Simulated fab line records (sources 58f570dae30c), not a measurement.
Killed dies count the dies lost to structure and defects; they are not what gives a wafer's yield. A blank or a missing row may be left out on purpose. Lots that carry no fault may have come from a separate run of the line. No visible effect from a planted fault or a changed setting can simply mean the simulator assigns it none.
One fault seen from 2 desks -- flow berkeleyCmos170 -- numbers are kept per desk, each desk with only its own; the story behind them comes last

== FROM THE METROLOGY DESK ==
Means of the sampled wafers that have a number, per lot and without regard to the tool the lot ran on: this is what the gauges read. Any lot whose mean is over 4 standard deviations away from the usual mean is out of limits and marked OUT; that distance is given in the brackets.
Columns: A = cdNm at UCB170_M3_CD_MEAS_90, usual 700.4 nm
lot,first seen here,A
L540,day 8 05:49,702.1
L539,day 8 08:10,702.4
L542,day 8 08:13,700.1
L541,day 8 08:30,699.2
L549,day 10 01:32,674.6 (-9.9) OUT
L550,day 10 02:13,674.1 (-10) OUT
L552,day 10 09:01,700.6
L553,day 10 13:25,702.9
L554,day 10 22:54,700.0
L555,day 11 03:23,698.1
L557,day 11 13:59,702.2
L559,day 11 18:06,701.2
L560,day 11 20:50,701.2
L562,day 13 04:29,699.2
Finding of this desk: L549, L550 out of limits; the first was L549 at day 10 01:32, on cdNm at UCB170_M3_CD_MEAS_90. Within limits: L540, L539, L542, L541, L552, L553, L554, L555, L557, L559, L560, L562.

== DESK OF THE TOOL OWNER: rieMetal-01 ==
The tool's own readings at UCB170_M3_METAL_ETCH_18 (etches Al in Cl2/BCl3, stops on SiO2, target depth 1170 nm, time 195 s): means of the sampled wafers that have a number, for each lot that ran on this tool. Any lot whose mean is over 4 standard deviations away from the usual mean is out of limits and marked OUT; that distance is given in the brackets.
Columns: A = drypumpMotorCurrentA at UCB170_M3_METAL_ETCH_18, usual 5.6 A; B = oesProductAu at UCB170_M3_METAL_ETCH_18, usual 0.853 a.u.; C = throttleValvePct at UCB170_M3_METAL_ETCH_18, usual 24.35 %
lot,first seen here,A,B,C
L541,day 8 08:08,6.0,0.828,24.50
L549,day 10 01:15,5.6,0.839,24.55
L550,day 10 01:54,5.6,0.836,24.55
This desk found nothing out of limits on any of the 3 lots.

== TAKEN TOGETHER ==
L549, L550 would have let the metrology desk raise an alarm at day 10 01:32.
Nothing out of limits was seen by the tool owner's desk.
Tool owner's desk: L549, L550 on record, inside its limits.
UCB170_M3_METAL_ETCH_18 was run on rieMetal-01 by each of the lots named.

== WHAT HAD BEEN PUT IN BY THE SIMULATOR ==
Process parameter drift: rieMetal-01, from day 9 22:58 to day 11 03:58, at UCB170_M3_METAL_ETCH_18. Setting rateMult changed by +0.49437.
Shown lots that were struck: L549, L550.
Time in hours between the start of the fault and the first out-of-limits reading at each desk: metrology desk, 3.
